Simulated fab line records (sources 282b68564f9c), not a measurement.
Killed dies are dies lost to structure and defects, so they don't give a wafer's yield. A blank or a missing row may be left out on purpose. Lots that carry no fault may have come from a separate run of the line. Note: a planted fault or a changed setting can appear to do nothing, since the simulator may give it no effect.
fab line records	flow rit_cmos
record: lots: 5	wafers: 15	last_day: 7
route steps=202 shown GATE@79 FOX2@80 M1@202
lots that met no fault: taken from a fault-free run of the same line
start_h: start of the lot's first displayed wafer, in hours after the record's first day	wait_h: hours since the lot's step before	" as in the row above	L1.1+2: one row covering several wafers at once	- no value present, or no start provided	* or withheld: withheld	< > ~ a bound
route shown NAME@n: NAME is a module with steps in the file, n the number in the route of the first one	usual: average and standard deviation across the fault-free wafers	same: alike in all rows	chamber/n: place in a boat	sites: per-site readings	_std_site: standard deviation of those values	_edge_site: mean of outer sites minus mean of inner sites	radius_mm: for every site, how far away it sits from the centre of the wafer	mask NAME#n: copy n	behind: the last tool/chamber to shape the wafer	hold: why the lot was held/for how many hours/how that ended	device: names the non-switching transistor (n, p or np)	end of line: the tests these same wafers got at the end of their route	for a step that has no rows: nothing shown but its recipe	killed: the dies lost at the first sort to structure and to defects; this is not the yield of the wafer	map: per-die view of a wafer (x killed, . not killed, _ where there is no die)
set.NAME: setting as actually run; set.NAME@STEP: the setting as run at that earlier step	model.NAME: the simulator's own value behind a step, which no gauge read
a table for each step, a row for each wafer; lots at some steps of the route
services: when a tool's chamber went out of use (start_h, in hours from the record's first day, below 0 if earlier), for how many hours, and the reason
== steps ==
step: RIT_GATE_CLEAN_04
recipe: chemistry: dHF	dilution: 50:1	time_s: 60	dry: n2_spin
step: RIT_FOX2_THK_MEAS_91
recipe: reads: SiO2_of_FOX2_OXIDATION_00
usual: FIELD_OXIDE_LEFT_2_THK: 256/5.9
lot.wafer	tool	chamber	start_h	wait_h	FIELD_OXIDE_LEFT_2_THK[nm]
L198.2	film_metro-04	-	51.97	0.0	264
L198.5	"	-	"	"	261
L198.6	"	-	"	"	260
L204.1	film_metro-04	-	81.70	0.0	269
L204.5	"	-	"	"	273
L204.6	"	-	"	"	267
L205.2	film_metro-03	-	87.59	0.0	253
L205.3	"	-	"	"	251
L205.4	"	-	"	"	254
L214.1	film_metro-04	-	132.63	0.0	252
L214.4	"	-	"	"	256
L214.5	"	-	"	"	258
L215.3	film_metro-01	-	137.23	0.0	260
L215.4	"	-	"	"	268
L215.6	"	-	"	"	264
step: RIT_GATE_OXIDATION_05
recipe: temp_c: 900	ambient: O2	target_thk_a: 30	ox_time_s: 270
step: RIT_GATE_ANNEAL_06
recipe: temp_c: 900	time_s: 600	ambient: N2O
step: RIT_GATE_THK_MEAS_07
recipe: reads: SiO2_of_GATE_OXIDATION_05
usual: GATE_OXIDE_THK: 3.00/0.062
lot.wafer	tool	chamber	start_h	wait_h	GATE_OXIDE_THK[nm]
L198.2	film_metro-04	-	53.64	0.0	2.94
L198.5	"	-	"	"	3.01
L198.6	"	-	"	"	2.96
L204.1	film_metro-01	-	83.88	0.0	3.03
L204.5	"	-	"	"	3.02
L204.6	"	-	"	"	2.95
L205.2	film_metro-01	-	88.97	0.0	2.98
L205.3	"	-	"	"	2.98
L205.4	"	-	"	"	2.98
L214.1	film_metro-01	-	134.01	0.0	3.06
L214.4	"	-	"	"	3.04
L214.5	"	-	"	"	3.05
L215.3	film_metro-03	-	138.61	0.0	2.99
L215.4	"	-	"	"	3.02
L215.6	"	-	"	"	2.98
step: RIT_GATE_CVD_08
recipe: material: poly-Si	target_thk_nm: 250	temp_c: 610	precursor: SiH4	time_s: 2220	pressure_mtorr: 300	sih4_flow_sccm: 100
step: RIT_GATE_THK_MEAS_09
recipe: reads: poly-Si_of_GATE_CVD_08
usual: GATE_POLY_THK: 249.5/2.3
lot.wafer	tool	chamber	start_h	wait_h	GATE_POLY_THK[nm]
L198.2	film_metro-03	-	55.31	0.0	246.9
L198.5	"	-	"	"	250.0
L198.6	"	-	"	"	246.8
L204.1	film_metro-04	-	85.55	0.0	247.1
L204.5	"	-	"	"	249.5
L204.6	"	-	"	"	249.0
L205.2	film_metro-01	-	90.65	0.0	248.5
L205.3	"	-	"	"	246.8
L205.4	"	-	"	"	247.6
L214.1	film_metro-04	-	135.69	0.0	253.3
L214.4	"	-	"	"	249.9
L214.5	"	-	"	"	249.6
L215.3	film_metro-01	-	141.10	0.0	253.4
L215.4	"	-	"	"	251.9
L215.6	"	-	"	"	253.5
step: RIT_GATE_HMDS_10
recipe: prime_time_s: 60	prime_temp_c: 140
step: RIT_GATE_COAT_11
recipe: resist: NOVOLAK	spin_rpm: 4250	resist_thk_nm: 850
step: RIT_GATE_SOFTBAKE_12
recipe: resist: NOVOLAK	temp_c: 90	time_s: 60
step: RIT_GATE_EXPOSE_13
recipe: mask_id: M6	na: 0.6	source_shape: conventional	sigma_outer: 0.6	target_cd_nm: 150	dose_mj: 380
step: RIT_GATE_PEB_14
recipe: resist: NOVOLAK	temp_c: withheld	time_s: withheld
step: RIT_GATE_DEVELOP_15
recipe: resist: NOVOLAK	develop_time_s: 50	dev_temp_c: 23
lot.wafer	tool	chamber	start_h	wait_h
L198.2+5+6	litho_track-04	0	56	-
L204.1+5+6	litho_track-02	0	86	-
L205.2+3+4	litho_track-02	0	91	-
L214.1+4+5	litho_track-01	0	136	-
L215.3+4+6	litho_track-01	0	141	-
step: RIT_GATE_CD_MEAS_16
recipe: target_cd_nm: 150
usual: cd_nm: 150.0/1.9
lot.wafer	tool	chamber	start_h	wait_h	cd_nm
L198.2	cd_sem-02	-	56.39	-	148.9
L198.5	"	-	"	"	146.1
L198.6	"	-	"	"	147.5
L204.1	cd_sem-02	-	86.71	-	151.1
L204.5	"	-	"	"	151.8
L204.6	"	-	"	"	150.0
L205.2	cd_sem-01	-	91.57	-	153.5
L205.3	"	-	"	"	154.1
L205.4	"	-	"	"	153.5
L214.1	cd_sem-02	-	137.04	-	150.8
L214.4	"	-	"	"	146.4
L214.5	"	-	"	"	150.7
L215.3	cd_sem-02	-	142.03	-	149.0
L215.4	"	-	"	"	152.6
L215.6	"	-	"	"	151.8
step: RIT_GATE_OVL_MEAS_17
usual: GATE_OVL: -0.9/1.4
lot.wafer	tool	chamber	start_h	wait_h	GATE_OVL[nm]
L198.2	overlay-01	-	56.50	0.1	-1.3
L198.5	"	-	"	"	-1.0
L198.6	"	-	"	"	-1.5
L204.1	overlay-02	-	86.83	0.1	1.5
L204.5	"	-	"	"	-0.6
L204.6	"	-	"	"	0.6
L205.2	overlay-01	-	91.68	0.1	1.1
L205.3	"	-	"	"	-1.4
L205.4	"	-	"	"	-0.8
L214.1	overlay-01	-	137.16	0.1	1.6
L214.4	"	-	"	"	-0.7
L214.5	"	-	"	"	3.0
L215.3	overlay-02	-	142.12	0.1	-2.9
L215.4	"	-	"	"	-3.3
L215.6	"	-	"	"	-2.9
step: RIT_GATE_HARDBAKE_18
recipe: resist: NOVOLAK	temp_c: 140	time_s: 60
step: RIT_GATE_ETCH_19
recipe: chemistry: SF6/CHF3/O2	time_s: 165	SF6_flow_sccm: 30	CHF3_flow_sccm: 30	O2_flow_sccm: 5	target: poly-Si	pressure_mtorr: 40	rf_w: 160	target_depth_a: 3125	over_etch_frac: 0.25	stop_on: SiO2
usual: drypump_motor_current_A: 5.8/0.53	oes_product_au: 0.850/0.015	throttle_valve_pct: 10.19/0.16
same: over_etch_frac: 0.25
lot.wafer	tool	chamber	start_h	wait_h	drypump_motor_current_A	oes_product_au	rf_hours_counter_h	throttle_valve_pct	model.GATE.cd_nm
L198.2	rie_si-01	0	56.68	0.1	6.4	0.844	42	10.27	148.7
L198.5	"	2	"	"	5.3	0.857	-	10.27	145.9
L198.6	"	3	"	"	5.0	0.839	-	10.09	147.2
L204.1	rie_si-01	1	87.01	0.1	6.1	0.854	2	10.45	151.5
L204.5	"	0	"	"	6.4	0.857	-	10.26	151.8
L204.6	"	3	"	"	5.0	0.844	-	10.09	150
L205.2	rie_si-02	1	91.86	0.1	6.0	0.873	2	9.92	153.7
L205.3	"	2	"	"	6.3	0.856	35	10.01	154
L205.4	"	0	"	"	5.1	0.841	2	10.22	153.5
L214.1	rie_si-01	0	137.34	0.1	6.4	0.863	43	10.27	151
L214.4	"	1	"	"	6.1	0.854	2	10.42	146.4
L214.5	"	1	"	"	6.1	0.864	-	10.44	150.7
L215.3	rie_si-02	0	142.30	0.1	5.1	0.850	3	10.23	149.1
L215.4	"	2	"	"	6.3	0.866	35	10.02	152.6
L215.6	"	3	"	"	6.1	0.828	-	10.33	151.9
step: RIT_GATE_STRIP_20
recipe: chemistry: O2	time_s: 180	resist: NOVOLAK	platen_temp_c: withheld	power_w: 500	pressure_mtorr: 4000	o2_flow_sccm: 4000
usual: drypump_motor_current_A: 5.6/0.45
lot.wafer	tool	chamber	start_h	wait_h	drypump_motor_current_A	rf_hours_counter_h
L198.2	plasma_asher-02	1	56.78	0.1	4.9	24
L198.5	"	1	"	"	4.9	-
L198.6	"	0	"	"	6.1	-
L204.1	plasma_asher-03	1	87.12	0.1	4.8	46
L204.5	"	1	"	"	4.8	-
L204.6	"	0	"	"	5.8	-
L205.2	plasma_asher-03	0	91.97	0.1	5.8	47
L205.3	"	0	"	"	5.8	-
L205.4	"	1	"	"	4.8	-
L214.1	plasma_asher-04	1	137.45	0.1	5.7	2
L214.4	"	0	"	"	5.9	-
L214.5	"	0	"	"	5.9	-
L215.3	plasma_asher-04	1	142.46	0.1	5.7	-
L215.4	"	0	"	"	5.9	-
L215.6	"	1	"	"	5.6	-
step: RIT_M1_PROBE_99
usual: killed_at_contacts: 0.1/0.32	killed_at_front_end: 7/3	killed_dies: 7/3	killed_on_rim: 1.8/1.4	killed_open: 3.4/2.2	killed_short: 3.3/1.8
same: gross_dies: 264	killed_at_M0_to_M3: 0	killed_at_M4_up: 0	killed_at_back_side: 0	killed_at_other: 0
lot.wafer	tool	chamber	start_h	wait_h	killed_at_contacts	killed_at_front_end	killed_dies	killed_on_rim	killed_open	killed_short	model.etest.nmos_0p15.r_on_ohm_um	model.etest.nmos_0p15.drive_ua_um	model.etest.npoly_line.line_ohm_um	model.etest.ppoly_line.line_ohm_um	model.etest.npoly_line.width_nm	model.etest.ppoly_line.width_nm	model.etest.ring.delay_ps	model.etest.nmos_0p15.swing_mv_dec
L198.2	prober-01	-	78.24	0.1	0	8	8	1	4	4	1087	491	170.1	164	101	101.6	26.08	85.72
L198.5	prober-01	-	78.39	0.2	0	4	4	1	2	2	1084	498.8	176.3	167.1	98.68	98.74	25.3	86.8
L198.6	prober-01	-	78.44	0.2	0	7	7	1	1	6	1090	493	174.3	167.1	98.7	99.67	25.68	85.94
L204.1	prober-01	-	106.70	0.1	0	4	4	1	0	4	1142	466	163.7	155.1	103.8	104.3	27.21	85.42
L204.5	prober-01	-	106.90	0.2	0	4	4	1	2	2	1149	459.1	161.9	157.8	104.4	104.7	27.96	85.53
L204.6	prober-01	-	106.95	0.2	1	3	4	1	2	2	1137	478.1	165.2	158.8	101.9	103.2	26.61	85.44
L205.2	prober-02	-	111.62	0.1	0	3	3	1	0	3	1161	460.8	160.3	153.4	105.4	106.5	28.15	85.12
L205.3	prober-02	-	111.67	0.2	0	6	6	3	4	2	1165	454	158.2	152.5	105.4	105.8	28.55	85.11
L205.4	prober-02	-	111.72	0.2	0	3	3	1	1	2	1163	466.3	161.1	156.3	105.7	106.8	28.01	85.44
L214.1	prober-01	-	158.59	0.1	0	5	5	4	1	4	1134	461.2	163.8	155.1	102.9	103.4	27.39	86.2
L214.4	prober-01	-	158.74	0.2	0	15	15	3	7	8	1084	483.6	170.4	167.6	97.84	98.99	25.93	86.68
L214.5	prober-01	-	158.79	0.2	1	11	12	5	5	7	1123	464.3	164.1	157.6	103.2	103.9	27.3	86.48
L215.3	prober-02	-	162.25	0.2	1	11	12	4	6	6	1102	475.4	166.7	160.1	101.9	102.8	26.45	86.02
L215.4	prober-02	-	162.30	0.2	0	3	3	1	1	2	1143	456.1	160.1	154.6	104.4	106.2	27.86	85.48
L215.6	prober-02	-	162.40	0.2	0	12	12	5	3	9	1134	464.7	162.1	157.5	104.2	105.2	27.61	85.69
killed by level:class
L198.2 SILICIDE:geometric_particle:short=2 SILICIDE:geometric_particle:open=2 FOX1:geometric_particle:open=1 FOX1:geometric_particle:short=1 GATE:geometric_particle:short=1 GATE:geometric_particle:open=1
L198.5 ACTIVE:geometric_particle:open=1 FOX2:geometric_particle:open=1 GATE:geometric_particle:short=1 REOX:geometric_particle:short=1
L198.6 SILICIDE:geometric_particle:short=3 GATE:geometric_particle:short=2 SPACER:geometric_particle:short=1 SILICIDE:geometric_particle:open=1
L204.1 GATE:geometric_particle:short=2 FOX2:geometric_particle:short=1 SILICIDE:geometric_particle:short=1
L204.5 FOX2:geometric_particle:open=2 FOX1:geometric_particle:short=1 SILICIDE:geometric_particle:short=1
L204.6 REOX:geometric_particle:open=2 SPACER:geometric_particle:short=1 CONTACT:geometric_particle:short=1
L205.2 GATE:geometric_particle:short=1 REOX:geometric_particle:short=1 SPACER:geometric_particle:short=1
L205.3 GATE:geometric_particle:open=2 FOX1:geometric_particle:open=1 FOX1:geometric_particle:short=1 FOX2:geometric_particle:short=1 REOX:geometric_particle:open=1
L205.4 GATE:geometric_particle:short=2 SPACER:geometric_particle:open=1
L214.1 FOX1:geometric_particle:short=2 GATE:geometric_particle:short=2 REOX:geometric_particle:open=1
L214.4 FOX1:geometric_particle:short=4 FOX1:geometric_particle:open=3 SILICIDE:geometric_particle:short=2 SILICIDE:geometric_particle:open=2 FOX2:geometric_particle:open=1 GATE:geometric_particle:open=1 GATE:geometric_particle:short=1 REOX:geometric_particle:short=1
L214.5 SILICIDE:geometric_particle:short=3 FOX2:geometric_particle:open=2 FOX1:geometric_particle:open=1 FOX2:geometric_particle:short=1 GATE:geometric_particle:open=1 GATE:geometric_particle:short=1 SPACER:geometric_particle:open=1 SPACER:geometric_particle:short=1
L215.3 GATE:geometric_particle:short=4 GATE:geometric_particle:open=2 SILICIDE:geometric_particle:open=2 FOX2:geometric_particle:open=1 FOX2:geometric_particle:short=1 SPACER:geometric_particle:short=1 CONTACT:geometric_particle:open=1
L215.4 GATE:geometric_particle:open=1 SPACER:geometric_particle:short=1 SILICIDE:geometric_particle:short=1
L215.6 GATE:geometric_particle:short=4 FOX2:geometric_particle:short=2 SILICIDE:geometric_particle:short=2 SILICIDE:geometric_particle:open=2 GATE:geometric_particle:open=1 SPACER:geometric_particle:short=1
== services ==
tool	chamber	start_h	hours	kind
rie_si-01	-	83.80	2.8	pm
rie_si-01	-	100.07	0.5	repair
rie_si-01	-	105.78	0.1	repair
plasma_asher-04	-	108.75	9.0	pm
plasma_asher-04	0	108.75	9.0	vent_cycle
plasma_asher-04	1	108.75	9.0	vent_cycle
plasma_asher-04	0	117.75	-	clean
plasma_asher-04	1	117.75	-	clean
== key ==
first_sign none at tools or gauges
model_effect: step: RIT_GATE_ETCH_19	value: GATE.cd_nm	without: 147.9	struck: 153.7
model_effect: step: RIT_M1_PROBE_99	value: etest.nmos_0p15.r_on_ohm_um	without: 1123	struck: 1163
met_at RIT_GATE_DEVELOP_15
struck_wafers L205.2,L205.3,L205.4
tester_left_out L205
onset_between 86 91
fault: kind: process_parameter_drift	tool: litho_track-02	chamber: -	onset_h: 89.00	steps: RIT_GATE_DEVELOP_15	channel: develop_time_s	offset: *	shape: step	end_h: 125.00	acts_in: *	stated: *
tester_left_out: of these lots the tester's yield and bins aren't shown, on N5 and GAA mostly nor the transistor test; their killed dies are dies lost to structure and defects alone, not to doping, threshold or leakage, so they don't give the yield
